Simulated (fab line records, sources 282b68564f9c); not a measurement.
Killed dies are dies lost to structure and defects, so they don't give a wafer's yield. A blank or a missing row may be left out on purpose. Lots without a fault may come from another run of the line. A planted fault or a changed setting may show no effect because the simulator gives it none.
Which tool did it? | flow rit_cmos | 7 lots, 21 wafers sampled, at 2 steps of a route of 202

WHAT THE GAUGES READ, wafer by wafer
RIT_CONTACT_THK_MEAS_01.
lot  | measured    | on            | CONTACT_TEOS_THK (nm)
L780 | day 3 13:56 | film_metro-02 | 418 418 428
L783 | day 4 00:30 | film_metro-04 | 417 413 426
L786 | day 4 20:44 | film_metro-02 | 415 423 422
L788 | day 5 04:35 | film_metro-02 | 414 417 419
L791 | day 5 17:08 | film_metro-04 | 818 821 851
L798 | day 7 02:20 | film_metro-04 | 417 423 430
L801 | day 7 17:55 | film_metro-04 | 411 418 423

WHICH TOOL RAN EACH LOT (tool, then ch and the chambers of the sampled wafers, then the start)
lot  | RIT_CONTACT_CVD_00
L780 | pecvd-01 ch 0,1,2, day 3 13:52
L783 | pecvd-01 ch 0,1,2, day 4 00:26
L786 | pecvd-01 ch 0,2, day 4 20:39
L788 | pecvd-04 ch 0,1,2, day 5 04:32
L791 | pecvd-04 ch 0,1,2, day 5 16:52
L798 | pecvd-01 ch 0,1, day 7 02:16
L801 | pecvd-01 ch 0,2, day 7 17:52
- RIT_CONTACT_CVD_00: deposits SiO2 from TEOS, target thk 400 nm, time 63.96 s.

THE ANSWER, worked out from the rows above alone
Rule: what is usual is taken from the lots themselves. Put in order of their means at a reading, lots are off if they are a third of the lots or fewer, leave a main group of 4 or more, and stand apart from it by a gap of 3 or more times the standard deviation of the main group's means; of several such gaps the widest counts. A main group whose means are all the same, to the digits that the tables above print for the reading, isn't used. A lot without any number at a reading at which 4 lots or more have one is off too. The other lots that the step has rows for count as sound.
Off: L791, at RIT_CONTACT_THK_MEAS_01 (CONTACT_TEOS_THK). The main group: mean 420 nm, standard deviation 2.3.
A tool fits if, at a process step before that reading, it ran every lot that is off, and no sound lot after the first of them. The gauges at RIT_CONTACT_THK_MEAS_01 are tried like those tools. One fits: pecvd-04 at RIT_CONTACT_CVD_00. Its last sound lot is L788 (day 5 04:32), its first lot that is off L791 (day 5 16:52): a fault that began between those two fits.

WHAT THE SIMULATOR HAD PUT IN
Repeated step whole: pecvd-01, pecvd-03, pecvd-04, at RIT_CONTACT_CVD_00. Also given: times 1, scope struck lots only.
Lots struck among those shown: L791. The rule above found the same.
